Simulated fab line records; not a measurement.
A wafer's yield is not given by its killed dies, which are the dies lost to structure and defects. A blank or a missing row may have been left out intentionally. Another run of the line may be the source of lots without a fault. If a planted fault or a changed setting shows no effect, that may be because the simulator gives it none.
Which tool did it? + flow ritCmos + 14 lots (42 wafers sampled), 1 step of a 202-step route

== WHAT EACH GAUGE READ, for each wafer ==
Not one reading of a measure or inspect step in the record can be checked against a usual standard deviation.

== WHAT TOOL EACH LOT RAN ON (gives the tool, then ch and the chambers of the sampled wafers, and finally the start) ==
| lot  | RIT_SDANNEAL_RTA_03            |
|------|--------------------------------|
| L631 | rtpAnneal-01 ch 0, day 3 02:10 |
| L632 | rtpAnneal-02 ch 0, day 3 06:59 |
| L633 | rtpAnneal-01 ch 0, day 3 12:03 |
| L635 | rtpAnneal-01, day 3 21:23      |
| L636 | rtpAnneal-02, day 4 02:43      |
| L645 | rtpAnneal-02 ch 0, day 5 23:56 |
| L646 | rtpAnneal-02 ch 0, day 6 03:39 |
| L647 | rtpAnneal-01 ch 0, day 6 08:58 |
| L649 | rtpAnneal-01 ch 0, day 6 20:55 |
| L650 | rtpAnneal-02 ch 0, day 6 23:56 |
| L651 | rtpAnneal-01 ch 0, day 7 05:48 |
| L652 | rtpAnneal-02 ch 0, day 7 09:48 |
| L653 | rtpAnneal-01 ch 0, day 7 15:49 |
| L654 | rtpAnneal-02 ch 0, day 7 22:05 |
- RIT_SDANNEAL_RTA_03: time 5 s.

== AS READ BY THE TOOLS THEMSELVES (means over the sampled wafers that have a number; for cases with no such wafer, the mark the record gives instead) ==
RIT_SDANNEAL_RTA_03. Usual: annealTempCMax 1053.9, standard deviation 1.3; chamberO2Ppm 2.002, standard deviation 0.021; wafer_temp_C_max 1053.5, standard deviation 1.1.
| lot  | tool         | annealTempCMax | chamberO2Ppm | wafer_temp_C_max | flag |
|------|--------------|----------------|--------------|------------------|------|
| L631 | rtpAnneal-01 | 1054.7         | 1.978        | 1052.9           |      |
| L632 | rtpAnneal-02 | 1053.9         | 2.031        | 1054.2           |      |
| L633 | rtpAnneal-01 | 1055.6         | 2.023        | 1053.0           |      |
| L635 | rtpAnneal-01 | -              | -            | -                | OFF  |
| L636 | rtpAnneal-02 | -              | -            | -                | OFF  |
| L645 | rtpAnneal-02 | 1052.9         | 2.016        | 1053.7           |      |
| L646 | rtpAnneal-02 | 1053.4         | 1.972        | 1053.1           |      |
| L647 | rtpAnneal-01 | 1055.0         | 2.021        | 1053.2           |      |
| L649 | rtpAnneal-01 | 1055.4         | 1.999        | 1053.8           |      |
| L650 | rtpAnneal-02 | 1052.0         | 1.993        | 1054.2           |      |
| L651 | rtpAnneal-01 | 1054.5         | 1.975        | 1053.5           |      |
| L652 | rtpAnneal-02 | 1052.4         | 1.997        | 1054.0           |      |
| L653 | rtpAnneal-01 | 1054.7         | 1.981        | 1052.7           |      |
| L654 | rtpAnneal-02 | 1052.6         | 2.001        | 1053.8           |      |

== THE ANSWER, worked out from the rows above alone ==
Rule: lot off if the mean of its wafers having a number is beyond 3 standard deviations from the usual mean. A lot without any number at a reading at which 4 lots or more have one is off too. All remaining lots with rows at the step are treated as sound. The gauges are gone through in route order, then the tools' own readings, and for those a lot's mean is taken as printed above. The first step at which some lot is off is used, and at that step the reading that is off furthest; a lot without a number counts as furthest.
Off: L635, L636, at RIT_SDANNEAL_RTA_03 (annealTempCMax). Without a number there: L635, L636.
A tool fits if, at that step or a process step before it, it ran every lot that is off, and no sound lot after the first of them. None of those tried fits.

== WHAT HAD BEEN PUT IN BY THE SIMULATOR ==
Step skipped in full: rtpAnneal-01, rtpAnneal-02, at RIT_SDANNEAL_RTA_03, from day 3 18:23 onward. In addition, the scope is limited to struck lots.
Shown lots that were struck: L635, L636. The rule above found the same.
